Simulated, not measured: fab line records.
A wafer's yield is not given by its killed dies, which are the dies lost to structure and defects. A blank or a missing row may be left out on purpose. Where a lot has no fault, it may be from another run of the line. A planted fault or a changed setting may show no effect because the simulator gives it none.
fab line records ; flow rit-cmos
record lots=5; wafers=15; last-day=7
route steps=202 shown CONTACT@178 M1@184
lots with no fault: from the same line, run without faults
start-h: the number of hours between the record's first day and the start of the first shown wafer of the lot ; wait-h: time in hours since the lot's previous step ; " the same as in the row above ; L1.1+2: several wafers, shown together as one row ; - no value, or no start given ; * or withheld: withheld ; < > ~ a bound
route shown NAME@n: names a module that has steps shown in the file, with the first one's number in the route ; usual: mean/standard deviation of fault-free wafers ; same: alike in all rows ; chamber/n: place in a boat ; sites: readings site by site ; _std_site: the standard deviation of these ; _edge_site: inner sites' mean taken away from outer sites' mean ; radius-mm: how far each site lies from the wafer's centre ; mask NAME#n: copy n ; behind: tool/chamber where the wafer was last shaped ; hold: why the lot was held/for how many hours/how that ended ; device: transistor that didn't switch, given as n, p or np ; end of line: the tests these same wafers got at the end of their route ; for a step that has no rows: nothing shown but its recipe ; killed: dies that structure and defects cost at the first sort, which is not the same as the wafer's yield ; map: a wafer's dies, x killed, . not, _ none there
set.NAME: the setting the step ran with; set.NAME@STEP: the setting that earlier step ran with ; model.NAME: the simulator's own value behind a step, which no gauge read
lots at some steps of the route; a table a step, a row a wafer
services: from which hour (start-h, from the record's first day; less than 0 if before it) a tool's chamber was out of use, for how many hours, and why
## steps
# step RIT_CONTACT_HARDBAKE_10
# recipe resist=NOVOLAK; temp-c=140; time-s=60
# step RIT_CONTACT_ETCH_11
# recipe target-depth-a=4800; over-etch-frac=0.2; stop-on=TiSi2; chemistry=CHF3/CF4/Ar; target=SiO2; CHF3_flow_sccm=50; cf4-flow-sccm=10; Ar_flow_sccm=100; O2_flow_sccm=5; pressure-mtorr=100; rf-w=200; time-s=320
# usual drypump-motor-current-A=5.8/0.41; oes-product-au=0.981/0.015; throttle-valve-pct=8.89/0.11
lot.wafer;tool;chamber;start-h;wait-h;drypump-motor-current-A;oes-product-au;rf-hours-counter-h;throttle-valve-pct
L803.3;rie-diel-01;0;56.25;0.1;5.9;0.981;89;8.83
L803.5;rie-diel-01;0;56.25;0.1;5.9;0.973;-;8.84
L803.6;rie-diel-01;1;56.25;0.1;6.1;0.954;-;8.66
L814.3;rie-diel-04;2;121.80;0.1;6.4;1.011;134;8.82
L814.4;rie-diel-04;3;121.80;0.1;5.5;0.981;2;9.02
L814.5;rie-diel-04;1;121.80;0.1;5.7;0.985;-;9.03
L815.1;rie-diel-04;1;126.79;0.1;5.7;0.987;1;9.02
L815.3;rie-diel-04;3;126.79;0.1;5.5;0.984;2;9.01
L815.6;rie-diel-04;2;126.79;0.1;6.4;1.009;-;8.82
L816.4;rie-diel-03;1;128.16;0.1;5.4;0.963;-;8.85
L816.5;rie-diel-03;2;128.16;0.1;5.6;0.991;-;8.90
L816.6;rie-diel-03;3;128.16;0.1;6.0;0.970;-;8.74
L822.1;rie-diel-04;0;151.98;0.1;6.3;1.001;36;9.00
L822.2;rie-diel-04;3;151.98;0.1;5.5;0.982;2;9.00
L822.4;rie-diel-04;1;151.98;0.1;5.7;0.990;2;9.02
# step RIT_CONTACT_STRIP_12
# recipe chemistry=O2; time-s=180; resist=NOVOLAK; platen-temp-c=withheld; power-w=500; pressure-mtorr=4000; o2-flow-sccm=4000
# usual drypump-motor-current-A=5.37/0.26
lot.wafer;tool;chamber;start-h;wait-h;drypump-motor-current-A;rf-hours-counter-h
L803.3;plasma-asher-02;1;56.50;0.2;5.40;-
L803.5;plasma-asher-02;0;56.50;0.2;5.36;-
L803.6;plasma-asher-02;1;56.50;0.2;5.40;-
L814.3;plasma-asher-03;0;122.06;0.2;5.93;-
L814.4;plasma-asher-03;1;122.06;0.2;4.97;-
L814.5;plasma-asher-03;1;122.06;0.2;4.96;-
L815.1;plasma-asher-03;1;126.99;0.1;4.96;49
L815.3;plasma-asher-03;1;126.99;0.1;4.95;-
L815.6;plasma-asher-03;0;126.99;0.1;5.90;-
L816.4;plasma-asher-03;0;128.32;0.1;5.93;-
L816.5;plasma-asher-03;0;128.32;0.1;5.91;-
L816.6;plasma-asher-03;1;128.32;0.1;4.95;-
L822.1;plasma-asher-03;0;152.18;0.1;5.90;52
L822.2;plasma-asher-03;1;152.18;0.1;4.96;52
L822.4;plasma-asher-03;1;152.18;0.1;4.97;-
# step RIT_CONTACT_CD_MEAS_90
# recipe target-cd-nm=1000
# usual cd-nm=999.5/2
lot.wafer;tool;chamber;start-h;wait-h;cd-nm
L803.3;cd-sem-01;-;56.66;0.1;997.6
L803.5;cd-sem-01;-;56.66;0.1;996.0
L803.6;cd-sem-01;-;56.66;0.1;999.6
L814.3;cd-sem-01;-;122.21;0.1;996.2
L814.4;cd-sem-01;-;122.21;0.1;996.7
L814.5;cd-sem-01;-;122.21;0.1;994.7
L815.1;cd-sem-01;-;127.16;0.1;997.3
L815.3;cd-sem-01;-;127.16;0.1;998.8
L815.6;cd-sem-01;-;127.16;0.1;996.8
L816.4;cd-sem-02;-;128.49;0.1;997.3
L816.5;cd-sem-02;-;128.49;0.1;999.0
L816.6;cd-sem-02;-;128.49;0.1;998.6
L822.1;cd-sem-02;-;152.35;0.1;1000.1
L822.2;cd-sem-02;-;152.35;0.1;1000.9
L822.4;cd-sem-02;-;152.35;0.1;1001.9
# step RIT_CONTACT_CLEAN_13
# recipe chemistry=SC1; mix=3:3:50; time-s=600; temp-c=75
# step RIT_CONTACT_CLEAN_14
# recipe chemistry=SC2; mix=3:3:50; time-s=600; temp-c=75; dry=n2-spin
# step RIT_M1_SPUTTER_00
# recipe material=Al; target-thk-nm=400; power-w=2000; chamber-pressure-pa=0.4; gas=Ar; time-s=500; substrate-temp-c=25
# usual cathode-dc-power-W=2000.1/0.36; throttle-valve-pct=30.3/1.2
lot.wafer;tool;chamber;start-h;wait-h;cathode-dc-power-W;throttle-valve-pct
L803.3;pvd-sputter-03;-;57.09;0.0;2000.2;29.4
L803.5;pvd-sputter-03;-;57.09;0.0;2000.2;29.0
L803.6;pvd-sputter-03;-;57.09;0.0;2000.8;31.7
L814.3;pvd-sputter-02;-;122.64;0.0;1999.9;28.6
L814.4;pvd-sputter-02;-;122.64;0.0;1999.9;30.5
L814.5;pvd-sputter-02;-;122.64;0.0;2000.1;29.1
L815.1;pvd-sputter-03;-;127.67;0.0;2000.5;29.3
L815.3;pvd-sputter-03;-;127.67;0.0;1998.8;29.6
L815.6;pvd-sputter-03;-;127.67;0.0;2000.0;29.6
L816.4;pvd-sputter-04;-;128.90;0.0;2000.6;31.5
L816.5;pvd-sputter-04;-;128.90;0.0;2000.0;31.5
L816.6;pvd-sputter-04;-;128.90;0.0;2000.0;32.0
L822.1;pvd-sputter-04;-;152.82;0.0;1999.9;31.7
L822.2;pvd-sputter-04;-;152.82;0.0;2000.5;28.5
L822.4;pvd-sputter-04;-;152.82;0.0;2000.6;31.7
# step RIT_M1_RS_MEAS_01
# recipe thk-meas-gauge=four-point-probe; reads=Al_of_M1_SPUTTER_00
# usual M1_AL_RS=0.0729/0.00064
lot.wafer;tool;chamber;start-h;wait-h;M1_AL_RS[ohm/sq]
L803.3;film-metro-02;-;57.42;0.2;0.0723
L803.5;film-metro-02;-;57.42;0.2;0.0730
L803.6;film-metro-02;-;57.42;0.2;0.0722
L814.3;film-metro-02;-;123.01;0.2;0.0725
L814.4;film-metro-02;-;123.01;0.2;0.0723
L814.5;film-metro-02;-;123.01;0.2;0.0717
L815.1;film-metro-02;-;127.96;0.1;0.0732
L815.3;film-metro-02;-;127.96;0.1;0.0736
L815.6;film-metro-02;-;127.96;0.1;0.0739
L816.4;film-metro-02;-;129.26;0.2;0.0737
L816.5;film-metro-02;-;129.26;0.2;0.0721
L816.6;film-metro-02;-;129.26;0.2;0.0732
L822.1;film-metro-01;-;153.12;0.1;0.0717
L822.2;film-metro-01;-;153.12;0.1;0.0720
L822.4;film-metro-01;-;153.12;0.1;0.0731
# step RIT_M1_THK_MEAS_02
# recipe thk-meas-gauge=xrf; reads=Al_of_M1_SPUTTER_00
# usual M1_AL_THK=397/3.8
lot.wafer;tool;chamber;start-h;wait-h;M1_AL_THK[nm]
L803.3;film-metro-02;-;57.52;0.1;399
L803.5;film-metro-02;-;57.52;0.1;394
L803.6;film-metro-02;-;57.52;0.1;401
L814.3;film-metro-02;-;123.11;0.1;398
L814.4;film-metro-02;-;123.11;0.1;401
L814.5;film-metro-02;-;123.11;0.1;407
L815.1;film-metro-02;-;128.08;0.1;397
L815.3;film-metro-02;-;128.08;0.1;393
L815.6;film-metro-02;-;128.08;0.1;391
L816.4;film-metro-02;-;129.35;0.1;393
L816.5;film-metro-02;-;129.35;0.1;402
L816.6;film-metro-02;-;129.35;0.1;394
L822.1;film-metro-01;-;153.24;0.1;403
L822.2;film-metro-01;-;153.24;0.1;404
L822.4;film-metro-01;-;153.24;0.1;397
# step RIT_M1_HMDS_03
# recipe prime-time-s=60; prime-temp-c=140
# step RIT_M1_COAT_04
# recipe resist=NOVOLAK; spin-rpm=2000; resist-thk-nm=1300
# step RIT_M1_SOFTBAKE_05
# recipe resist=NOVOLAK; temp-c=90; time-s=60
# step RIT_M1_EXPOSE_06
# recipe mask-id=M12; na=0.6; source-shape=conventional; sigma-outer=0.5; target-cd-nm=2600; dose-mj=250
# usual reticle-temp-C=22.99/0.097
lot.wafer;tool;chamber;start-h;wait-h;mask;reticle-temp-C
L803.3;iline-stepper-01;0;58.14;0.1;M12#0;22.97
L803.5;iline-stepper-01;0;58.14;0.1;M12#0;23.04
L803.6;iline-stepper-01;0;58.14;0.1;M12#0;22.97
L814.3;iline-stepper-02;0;123.84;0.2;M12#0;22.99
L814.4;iline-stepper-02;0;123.84;0.2;M12#0;22.90
L814.5;iline-stepper-02;0;123.84;0.2;M12#0;22.82
L815.1;iline-stepper-02;0;128.59;0.1;M12_R1#0;22.99
L815.3;iline-stepper-02;0;128.59;0.1;M12_R1#0;22.96
L815.6;iline-stepper-02;0;128.59;0.1;M12_R1#0;22.96
L816.4;iline-stepper-01;0;130.07;0.2;M12#0;22.99
L816.5;iline-stepper-01;0;130.07;0.2;M12#0;23.15
L816.6;iline-stepper-01;0;130.07;0.2;M12#0;23.09
L822.1;iline-stepper-01;0;153.75;0.1;M12#0;22.94
L822.2;iline-stepper-01;0;153.75;0.1;M12#0;23.06
L822.4;iline-stepper-01;0;153.75;0.1;M12#0;23.07
# step RIT_M1_PEB_07
# recipe resist=NOVOLAK; temp-c=withheld; time-s=withheld
# step RIT_M1_DEVELOP_08
# recipe resist=NOVOLAK; develop-time-s=68; dev-temp-c=23
# step RIT_M1_CD_MEAS_09
# recipe target-cd-nm=2600
# usual cd-nm=2600.3/2.3
lot.wafer;tool;chamber;start-h;wait-h;cd-nm
L803.3;cd-sem-01;-;58.58;-;2601.3
L803.5;cd-sem-01;-;58.58;-;2602.4
L803.6;cd-sem-01;-;58.58;-;2603.8
L814.3;cd-sem-02;-;124.27;-;2597.4
L814.4;cd-sem-02;-;124.27;-;2598.0
L814.5;cd-sem-02;-;124.27;-;2597.5
L815.1;cd-sem-02;-;129.02;-;2253.8
L815.3;cd-sem-02;-;129.02;-;2252.5
L815.6;cd-sem-02;-;129.02;-;2253.6
L816.4;cd-sem-02;-;130.50;-;2596.9
L816.5;cd-sem-02;-;130.50;-;2598.7
L816.6;cd-sem-02;-;130.50;-;2596.9
L822.1;cd-sem-01;-;154.18;-;2603.2
L822.2;cd-sem-01;-;154.18;-;2599.9
L822.4;cd-sem-01;-;154.18;-;2603.3
# step RIT_M1_OVL_MEAS_10
# usual M1_OVL=-0.6/1.5
lot.wafer;tool;chamber;start-h;wait-h;M1_OVL[nm]
L803.3;overlay-02;-;58.67;0.1;1.0
L803.5;overlay-02;-;58.67;0.1;-2.1
L803.6;overlay-02;-;58.67;0.1;-0.2
L814.3;overlay-01;-;124.36;0.1;-0.4
L814.4;overlay-01;-;124.36;0.1;-0.3
L814.5;overlay-01;-;124.36;0.1;-0.3
L815.1;overlay-02;-;129.14;0.1;-1.7
L815.3;overlay-02;-;129.14;0.1;-2.3
L815.6;overlay-02;-;129.14;0.1;-1.4
L816.4;overlay-01;-;130.58;0.1;-1.1
L816.5;overlay-01;-;130.58;0.1;-1.8
L816.6;overlay-01;-;130.58;0.1;-2.7
L822.1;overlay-01;-;154.30;0.1;1.0
L822.2;overlay-01;-;154.30;0.1;3.4
L822.4;overlay-01;-;154.30;0.1;0.6
# step RIT_M1_HARDBAKE_11
# recipe resist=NOVOLAK; temp-c=140; time-s=120
# step RIT_M1_METAL_ETCH_12
# recipe stop-on=SiO2; chemistry=Cl2/BCl3; target=Al; time-s=165; over-etch-frac=0.5; pressure-mtorr=100; target-depth-a=6000; rf-w=250; Cl2_flow_sccm=60; bcl3-flow-sccm=50
# usual drypump-motor-current-A=5.61/0.12; mfc-cl2-sccm=59.98/0.19; oes-product-au=0.777/0.013; throttle-valve-pct=8.34/0.073
lot.wafer;tool;chamber;start-h;wait-h;drypump-motor-current-A;mfc-cl2-sccm;oes-product-au;rf-hours-counter-h;throttle-valve-pct;model.M1.cd-nm
L803.3;rie-metal-04;0;59.01;0.2;5.80;60.05;0.793;-;8.39;2599
L803.5;rie-metal-04;0;59.01;0.2;5.82;60.04;0.787;-;8.41;2598
L803.6;rie-metal-04;1;59.01;0.2;5.59;59.92;0.771;-;8.29;2606
L814.3;rie-metal-01;0;124.73;0.2;5.67;60.13;0.764;-;8.38;2597
L814.4;rie-metal-01;1;124.73;0.2;5.53;60.24;0.786;-;8.24;2598
L814.5;rie-metal-01;0;124.73;0.2;5.70;60.36;0.778;-;8.38;2598
L815.1;rie-metal-04;1;129.43;0.2;5.57;60.03;0.768;1.3;8.31;2256
L815.3;rie-metal-04;0;129.43;0.2;5.83;60.09;0.772;-;8.40;2252
L815.6;rie-metal-04;0;129.43;0.2;5.83;60.15;0.785;-;8.39;2254
L816.4;rie-metal-03;1;130.96;0.1;5.62;59.98;0.789;-;8.45;2597
L816.5;rie-metal-03;1;130.96;0.1;5.62;60.02;0.802;-;8.45;2598
L816.6;rie-metal-03;0;130.96;0.1;5.44;59.98;0.763;-;8.29;2597
L822.1;rie-metal-03;1;154.58;0.2;5.61;60.32;0.817;3.2;8.45;2601
L822.2;rie-metal-03;0;154.58;0.2;5.43;60.11;0.771;3.2;8.29;2601
L822.4;rie-metal-03;1;154.58;0.2;5.61;59.74;0.803;-;8.45;2602
# step RIT_M1_STRIP_13
# recipe chemistry=nmp; resist=NOVOLAK; temp-c=80; time-s=600; dry=n2-spin
# step RIT_M1_PROBE_99
# usual defect-limited-yield=97.4/1; killed_at_M0_to_M3=0.0/0.12; killed-at-contacts=0.1/0.31; killed-at-front-end=6.8/2.7; killed-dies=6.9/2.7; killed-open=3.3/1.8; killed-short=3.5/1.8; sort_bin_3_pad_short=0.2/0.23; sort_bin_5_function=1.5/0.86; sort_bin_6_memory=1.0/0.61; sort-n-pass=257.1/2.7; sort-yield-pct=97.4/1
# same gross-dies=264; killed_at_M4_up=0; killed-at-back-side=0; killed-at-other=0
lot.wafer;tool;chamber;start-h;wait-h;defect-limited-yield[%];killed_at_M0_to_M3;killed-at-contacts;killed-at-front-end;killed-dies;killed-open;killed-short;sort_bin_3_pad_short[%];sort_bin_5_function[%];sort_bin_6_memory[%];sort-n-pass;sort-yield-pct[%];model.etest.m1.width-nm;model.etest.tester.sort-n-pass;model.etest.tester.sort_bin_5_pct;model.etest.tester.sort-yield-pct;model.etest.nmos_0p15.junction-log10-a-um;model.etest.nmos-narrow.off-log10-a-um;model.etest.gate-end-array.leak-log10-a-um;model.etest.nmos_0p3.off-log10-a-um
L803.3;prober-01;-;61.56;0.2;98.5;0;0;4;4;2;1;0;0.4;1.1;260.0;98.5;2600;260;0.3788;98.48;-13.6;-13.34;-12.94;-13.17
L803.5;prober-01;-;61.66;0.2;98.1;0;0;5;5;3;2;0;1.5;0.4;259.0;98.1;2602;259;1.515;98.11;-13.61;-13.24;-12.96;-13.21
L803.6;prober-01;-;61.71;0.2;97.7;0;1;5;6;3;3;0;1.9;0.4;258.0;97.7;2609;258;1.894;97.73;-13.57;-13.25;-12.79;-12.98
L814.3;prober-02;-;127.08;0.2;97.0;0;0;8;8;5;3;0.4;1.1;1.5;256.0;97.0;2599;256;1.136;96.97;-13.57;-13.09;-12.97;-13.12
L814.4;prober-02;-;127.13;0.2;98.1;0;0;5;5;4;1;0;1.5;0.4;259.0;98.1;2602;259;1.515;98.11;-13.52;-13.23;-13.01;-13.11
L814.5;prober-02;-;127.18;0.2;98.5;0;0;4;4;2;2;0;1.5;0;260.0;98.5;2592;260;1.515;98.48;-13.65;-13.19;-12.82;-13.09
L815.1;prober-01;-;131.68;0.1;88.6;19;0;11;30;4;7;0.8;9.1;1.5;234.0;88.6;2257;234;9.091;88.64;-12.01;-11.99;-11.76;-11.99
L815.3;prober-01;-;131.78;0.2;86.0;28;0;9;37;2;4;0;13.3;0.8;227.0;86.0;2252;227;13.26;85.98;-12.03;-12.02;-11.83;-12.01
L815.6;prober-01;-;131.93;0.2;87.5;24;0;9;33;6;3;0;11.7;0.8;231.0;87.5;2258;231;11.74;87.5;-12.16;-12.14;-11.86;-12.11
L816.4;prober-02;-;134.59;0.2;97.0;0;0;8;8;2;6;0.4;1.1;1.5;256.0;97.0;2593;256;1.136;96.97;-13.44;-13.2;-12.84;-13.01
L816.5;prober-02;-;134.64;0.2;96.2;0;0;10;10;4;6;0.8;1.9;1.1;254.0;96.2;2592;254;1.894;96.21;-13.27;-13.15;-13.07;-13.12
L816.6;prober-02;-;134.69;0.2;97.7;0;0;6;6;0;6;0;0.4;1.9;258.0;97.7;2595;258;0.3788;97.73;-13.66;-13.2;-12.8;-12.94
L822.1;prober-02;-;156.84;0.1;95.8;0;0;11;11;5;6;0;2.3;1.9;253.0;95.8;2601;253;2.273;95.83;-13.47;-13.22;-12.96;-13.12
L822.2;prober-02;-;156.89;0.1;95.1;0;0;13;13;8;5;0.4;3.8;0.8;251.0;95.1;2613;251;3.788;95.08;-13.45;-13.18;-12.81;-12.96
L822.4;prober-02;-;156.99;0.2;98.9;0;0;3;3;2;1;0;0.4;0.8;261.0;98.9;2602;261;0.3788;98.86;-13.46;-13.28;-12.95;-13.13
# killed by level:class
L803.3 FOX1:geometric-particle:short=1 FOX1:geometric-particle:open=1 SPACER:geometric-particle:open=1 NRETRO:coat-microbubble-printed=1
L803.5 SPACER:geometric-particle:open=2 GATE:geometric-particle:short=1 REOX:geometric-particle:open=1 SPACER:geometric-particle:short=1
L803.6 FOX1:geometric-particle:short=1 FOX2:geometric-particle:short=1 GATE:geometric-particle:open=1 REOX:geometric-particle:open=1 SPACER:geometric-particle:short=1 CONTACT:geometric-particle:open=1
L814.3 GATE:geometric-particle:open=3 GATE:geometric-particle:short=2 REOX:geometric-particle:open=1 SPACER:geometric-particle:open=1 SPACER:geometric-particle:short=1
L814.4 GATE:geometric-particle:open=2 FOX2:geometric-particle:open=1 SPACER:geometric-particle:open=1 SILICIDE:geometric-particle:short=1
L814.5 GATE:geometric-particle:open=2 REOX:geometric-particle:short=1 SILICIDE:geometric-particle:short=1
L815.1 M1:area-expose=19 GATE:geometric-particle:short=3 FOX1:geometric-particle:short=2 FOX2:geometric-particle:open=2 FOX2:geometric-particle:short=2 FOX1:geometric-particle:open=1 GATE:geometric-particle:open=1
L815.3 M1:area-expose=28 NWELL:coat-microbubble-printed=3 SILICIDE:geometric-particle:short=2 FOX2:geometric-particle:open=1 GATE:geometric-particle:open=1 GATE:geometric-particle:short=1 SPACER:geometric-particle:short=1
L815.6 M1:area-expose=24 GATE:geometric-particle:short=2 GATE:geometric-particle:open=2 FOX1:geometric-particle:open=1 FOX2:geometric-particle:open=1 REOX:geometric-particle:open=1 SPACER:geometric-particle:short=1 SILICIDE:geometric-particle:open=1
L816.4 GATE:geometric-particle:short=2 SILICIDE:geometric-particle:short=2 GATE:geometric-particle:open=1 REOX:geometric-particle:short=1 SPACER:geometric-particle:short=1 SPACER:geometric-particle:open=1
L816.5 SPACER:geometric-particle:short=3 GATE:geometric-particle:short=2 GATE:geometric-particle:open=2 SPACER:geometric-particle:open=2 FOX1:geometric-particle:short=1
L816.6 GATE:geometric-particle:short=3 SPACER:geometric-particle:short=3
L822.1 GATE:geometric-particle:short=4 GATE:geometric-particle:open=3 FOX2:geometric-particle:open=1 REOX:geometric-particle:open=1 REOX:geometric-particle:short=1 SPACER:geometric-particle:short=1
L822.2 GATE:geometric-particle:short=4 GATE:geometric-particle:open=3 SILICIDE:geometric-particle:open=3 REOX:geometric-particle:open=1 SPACER:geometric-particle:open=1 SPACER:geometric-particle:short=1
L822.4 FOX1:geometric-particle:open=1 GATE:geometric-particle:short=1 SILICIDE:geometric-particle:open=1
# map L815.3 (x killed, . not)
________......._______
_____.x...........____
____.x.............___
___.......x.........__
__..................._
__..x.......xx......x_
_.....xx....xx........
_.....x.x..x...x.x....
_......xxx.....x.x....
_.x..x...xx...x.......
__......x.x.........._
__...x.....xxx......._
___.....x..x..x.....__
____...............___
_____.............____
________.xx...._______
# map L814.3 (x killed, . not)
________x......_______
_____.............____
____...............___
___.................__
__..................._
__....x.............._
_x....................
_..................x..
_...................x.
_.................x...
__.........x........._
__..................._
___.................__
____...............___
_____.............____
________.....x._______
## services
tool;chamber;start-h;hours;kind
rie-metal-03;-;51.85;28.2;repair
pvd-sputter-02;-;54.59;1.1;repair
rie-diel-04;1;66.01;-;clean
rie-diel-04;1;66.01;15.0;scheduled-down
rie-diel-04;1;66.01;15.0;vent-cycle
rie-metal-04;-;70.45;0.3;repair
rie-diel-01;3;73.26;4.4;repair
rie-diel-03;-;95.47;0.4;repair
iline-stepper-01;0;95.57;-;calibration
rie-diel-04;0;104.39;7.0;repair
rie-metal-01;-;123.17;0.8;repair
rie-diel-03;0;123.72;-;clean
rie-diel-03;0;123.72;12.9;scheduled-down
rie-diel-03;0;123.72;12.9;vent-cycle
pvd-sputter-02;-;126.57;2.8;repair
pvd-sputter-03;-;135.78;5.3;repair
pvd-sputter-02;-;136.29;2.7;repair
rie-diel-03;3;137.19;5.7;repair
pvd-sputter-03;-;143.10;2.3;repair
## key
first-sign step=RIT_M1_EXPOSE_06; reading=mask; direction=changed
effect step=RIT_M1_CD_MEAS_09; reading=cd-nm; direction=down; sigmas=99+; usual=2600.3; struck=2253.3
effect step=RIT_M1_PROBE_99; reading=killed_at_M0_to_M3; direction=up; sigmas=24; usual=0.0; struck=23.7
model-effect step=RIT_M1_METAL_ETCH_12; value=M1.cd-nm; without=2604; struck=2254
model-effect step=RIT_M1_PROBE_99; value=etest.m1.width-nm; without=2606; struck=2256
more-kills-born-at RIT_M1_EXPOSE_06@iline-stepper-02=71
met-at RIT_M1_EXPOSE_06
struck-wafers L815.1,L815.3,L815.6
onset-between 123.84 128.59
fault kind=wrong-mask; tool=any; chamber=-; onset-h=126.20; steps=RIT_M1_EXPOSE_06; aux-copy=M12_R1#0; cd-offset-nm=-350; scope=struck-lots-only
